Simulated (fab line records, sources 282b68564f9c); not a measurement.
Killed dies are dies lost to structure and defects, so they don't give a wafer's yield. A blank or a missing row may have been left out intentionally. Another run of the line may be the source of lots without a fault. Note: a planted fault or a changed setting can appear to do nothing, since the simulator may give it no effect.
A lot that was struck, set against a sound lot -- flow rit-cmos -- 18 out of 202 route steps
Sound: these wafers, L857.2, L857.4, L857.5. Wafers struck: L861.3, L861.5, L861.6. Last of all comes the cause.
Order at every step that has rows: each side's tool, ch and its chambers, its first start. Under that, the readings that differ: sound wafers -- struck wafers -- difference of the means -- sigmas: that difference in standard deviations of wafers without a fault.
alike: readings with means less than 2 such deviations apart, plus words and numbers identical on both sides. not compared: withheld readings, readings lacking a value on some wafer, bounds such as >300 that could conceal the same value, and numbers that have no deviation in the record and whose values overlap.
The two part at a step that has a row with sigmas, a row that says differs or no value, or rows on one side only. Numbers that have no deviation but don't overlap get no sigmas and don't part them. A reading missing from all wafers of one side parts the sides only when that side holds two or more wafers.

RIT_CONTACT_OVL_MEAS_09:
  sound on overlay-02 at day 4 12:11; struck on overlay-01 at day 5 09:34
  alike: CONTACT_OVL
then, 1 step without rows for these wafers: RIT_CONTACT_HARDBAKE_10 (time 60 s).
RIT_CONTACT_ETCH_11: etches SiO2 in CHF3/CF4/Ar, stops on TiSi2, target depth 480 nm, time 320 s.
  sound on rie-diel-03 ch 0,2,3, day 4 12:22; struck on rie-diel-03 ch 1,2,3, day 5 09:44
  alike: cf4-flow-sccm, chamber-pressure-mTorr, drypump-motor-current-A, oes-product-au, throttle-valve-pct
  not compared: rf-hours-counter-h
RIT_CONTACT_STRIP_12: strips in O2, time 180 s.
  sound on plasma-asher-01 ch 0,1, day 4 12:34; struck on plasma-asher-04 ch 0,1, day 5 09:59
  alike: chamber-pressure-mTorr, drypump-motor-current-A
  not compared: rf-hours-counter-h
RIT_CONTACT_CD_MEAS_90 targets a cd of 1000 nm.
  sound on cd-sem-02 at day 4 12:46; struck on cd-sem-02 at day 5 10:08
  alike: cd-nm
then, 2 steps without rows for these wafers: RIT_CONTACT_CLEAN_13 (cleans in SC1, time 600 s); RIT_CONTACT_CLEAN_14 (cleans in SC2, time 600 s).
RIT_M1_SPUTTER_00: material Al, target thk 400 nm, time 484.9 s.
  sound on pvd-sputter-02 at day 4 13:13; struck on pvd-sputter-04 at day 5 10:34
  alike: chamber-pressure-pa, throttle-valve-pct
RIT_M1_RS_MEAS_01: measurement is done with a four-point probe.
  sound on film-metro-02 at day 4 13:31; struck on film-metro-02 at day 5 10:55
  alike: M1_AL_RS
RIT_M1_THK_MEAS_02: measures by xrf.
  sound on film-metro-02 at day 4 13:38; struck on film-metro-02 at day 5 11:01
  alike: M1_AL_THK
then, 2 steps without rows for these wafers: RIT_M1_HMDS_03 (prime time 60 s); RIT_M1_COAT_04 (resist thk 1300 nm).
RIT_M1_SOFTBAKE_05: time 60 s.
  sound on litho-track-01 ch 0, day 4 14:09; struck on litho-track-01 ch 0, day 5 11:24
reading,sound,struck,difference,sigmas
heater-power-total-W (W),34.45 34.53 34.64,37.39 37.35 37.47,+2.86,+56
plate-temp-C (C),90.17 90.12 90.19,95.61 95.57 95.46,+5.39,+45
model.NOVOLAK_of_M1_COAT_04.thk-nm (nm),1301 1297 1302,1287 1290 1286,-12,
  alike: chill-plate-temp-C
then, 2 steps without rows for these wafers: RIT_M1_EXPOSE_06 (exposes mask M12, target cd 2600 nm); RIT_M1_PEB_07.
RIT_M1_DEVELOP_08: develop time 70.4 s.
  sound on litho-track-04 ch 0; struck on litho-track-04 ch 0
reading,sound,struck,difference,sigmas
model.NOVOLAK_of_M1_COAT_04.thk-nm (nm),1301 1297 1302,1287 1289 1285,-13,
  alike: chill-plate-temp-C
RIT_M1_CD_MEAS_09 targets a cd of 2600 nm.
  sound on cd-sem-01 at day 4 14:43; struck on cd-sem-02 at day 5 12:05
  alike: cd-nm
RIT_M1_PROBE_99:
  sound on prober-02 at day 4 17:35; struck on prober-02 at day 5 15:05
  alike: defect-limited-yield, killed-at-contacts, killed-at-front-end, killed-dies, killed-open, killed-short, sort_bin_3_pad_short, sort_bin_5_function, sort_bin_6_memory, sort-n-pass, sort-yield-pct

WHERE THEY PART
RIT_M1_SOFTBAKE_05 only, going by this record. Later steps at which nothing parts them and some readings are alike: RIT_M1_DEVELOP_08, RIT_M1_CD_MEAS_09, RIT_M1_PROBE_99.

WHY: what the simulator had put in
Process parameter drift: litho-track-01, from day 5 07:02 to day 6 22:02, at RIT_M1_SOFTBAKE_05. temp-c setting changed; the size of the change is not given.
